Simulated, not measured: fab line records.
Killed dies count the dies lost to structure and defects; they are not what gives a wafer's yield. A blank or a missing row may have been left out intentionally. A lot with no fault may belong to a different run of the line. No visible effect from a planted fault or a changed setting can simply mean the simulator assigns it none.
The tool behind it: which one?    flow ritCmos    7 lots, 21 wafers sampled, at 2 steps of a route of 202

== WHAT THE GAUGES SHOWED, per wafer ==
RIT_NWELL_TW_MEAS_10.
lot   measured     on            NWELL_TW
L290  day 2 05:05  filmMetro-01  2123 2114 2104
L292  day 2 19:02  filmMetro-04  2143 2155 2148
L295  day 3 09:12  filmMetro-04  2152 2147 2144
L297  day 3 16:48  filmMetro-04  2164 2154 2143
L302  day 4 20:12  filmMetro-03  2215 2220 2212
L308  day 5 21:46  filmMetro-03  2134 2129 2139
L312  day 6 19:40  filmMetro-04  2152 2137 2150

== TOOL THAT RAN EACH LOT (tool first, then ch and the chambers of the sampled wafers, then the start) ==
lot   RIT_NWELL_IMPLANT_08
L290  implanter-01 ch 0, day 2 04:47
L292  implanter-04 ch 0, day 2 18:37
L295  implanter-02 ch 0, day 3 08:53
L297  implanter-02 ch 0, day 3 16:29
L302  implanter-02 ch 0, day 4 19:53
L308  implanter-04 ch 0, day 5 21:26
L312  implanter-01 ch 0, day 6 19:21
- RIT_NWELL_IMPLANT_08

== THE ANSWER, worked out from the rows above alone ==
Rule: usual is defined by the lots themselves. The widest of any qualifying gaps counts: lots, ordered by their means at a reading, are off when they make up no more than a third of the lots, leave a main group of 4 or more, and stand apart from it by 3 or more times the standard deviation of that group's means. The tables above print the reading to a certain number of digits; a main group whose means all agree to those digits is not used. A lot without any number at a reading at which 4 lots or more have one is off too. All remaining lots with rows at the step are treated as sound.
Off: L302, at RIT_NWELL_TW_MEAS_10 (NWELL_TW). The main group: mean 2141, standard deviation 13.
If a tool, at a process step before that reading, ran all the lots that are off and no sound lot after the first of them, it fits. Those tools and the gauges at RIT_NWELL_TW_MEAS_10 are tried in the same way. One fits: RIT_NWELL_IMPLANT_08 on implanter-02. A fault onset in the window from L297 (day 3 16:29, its last sound lot) to L302 (day 4 19:53, its first lot off) fits.

== WHAT THE SIMULATOR HAD INSERTED ==
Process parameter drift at RIT_NWELL_IMPLANT_08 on implanter-02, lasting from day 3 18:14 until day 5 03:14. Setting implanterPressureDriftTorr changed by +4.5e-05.
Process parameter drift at RIT_NWELL_IMPLANT_08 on implanter-02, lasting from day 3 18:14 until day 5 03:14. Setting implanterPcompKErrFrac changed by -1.
Lots struck among those shown: L302. The rule above reached the same finding.
